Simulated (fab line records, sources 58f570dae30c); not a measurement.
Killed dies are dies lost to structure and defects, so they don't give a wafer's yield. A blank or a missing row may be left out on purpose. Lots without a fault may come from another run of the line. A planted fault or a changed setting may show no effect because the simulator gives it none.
One fault seen from 2 desks | flow berkeley_cmos170 | each desk has only its own numbers; what lay behind them comes last

THE METROLOGY DESK
What the gauges read, lot by lot, whatever tool the lot ran on: means of the sampled wafers that have a number. A lot is out of limits, marked OUT, if its mean lies more than 4 standard deviations from the usual mean; the brackets give that distance.
Columns: A = cd_nm at UCB170_ACTIVE_CD_MEAS_13, usual 1200.2 nm
lot  | first seen here | A
L592 | day 4 22:41     | 1201.6
L594 | day 5 11:03     | 1202.1
L595 | day 5 17:32     | 1201.8
L597 | day 5 17:40     | 1200.9
L598 | day 6 02:49     | 1200.9
L600 | day 6 16:45     | 1199.2
L602 | day 7 03:32     | 1202.0
L601 | day 7 03:46     | 1198.6
L604 | day 7 14:57     | 1199.0
L603 | day 7 15:02     | 1201.5
L609 | day 8 17:45     | 1198.9
L612 | day 9 10:47     | 1202.2
L614 | day 10 01:02    | 1201.7
L613 | day 10 01:18    | 1198.7
This desk's finding: nothing out of limits on any of the 14 lots.

THE TOOL OWNER'S DESK: litho_track-01
The tool's own readings at UCB170_ACTIVE_DEVELOP_12 (develop time 45 s): means of the sampled wafers that have a number, for each lot that ran on this tool. A lot is out of limits, marked OUT, if its mean lies more than 4 standard deviations from the usual mean; the brackets give that distance.
Columns: A = developer_temp_C at UCB170_ACTIVE_DEVELOP_12, usual 21.01 C
lot  | first seen here | A
L594 | day 5 10:00     | 21.08
L595 | day 5 17:00     | 21.08
L598 | day 6 02:00     | 21.00
L600 | day 6 16:00     | 21.16
L602 | day 7 03:00     | 20.96
L603 | day 7 14:00     | 21.11
L609 | day 8 17:00     | 21.04
L612 | day 9 10:00     | 23.14 (+19) OUT
L613 | day 10 01:00    | 23.15 (+19) OUT
This desk's finding: out of limits on L612, L613; first on L612, day 9 10:00 (developer_temp_C at UCB170_ACTIVE_DEVELOP_12). In limits: L594, L595, L598, L600, L602, L603, L609.

PUT TOGETHER
The tool owner's desk could have raised an alarm at day 9 10:00, on L612, L613.
The metrology desk saw nothing out of limits.
The metrology desk has L612, L613 on record, within its limits.
Of the lots named, all ran UCB170_ACTIVE_DEVELOP_12 on litho_track-01.

WHAT THE SIMULATOR HAD PUT IN
Process parameter drift: litho_track-01, from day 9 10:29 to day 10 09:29, at UCB170_ACTIVE_DEVELOP_12. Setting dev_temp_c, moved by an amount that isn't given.
Lots struck among those shown: L612, L613.
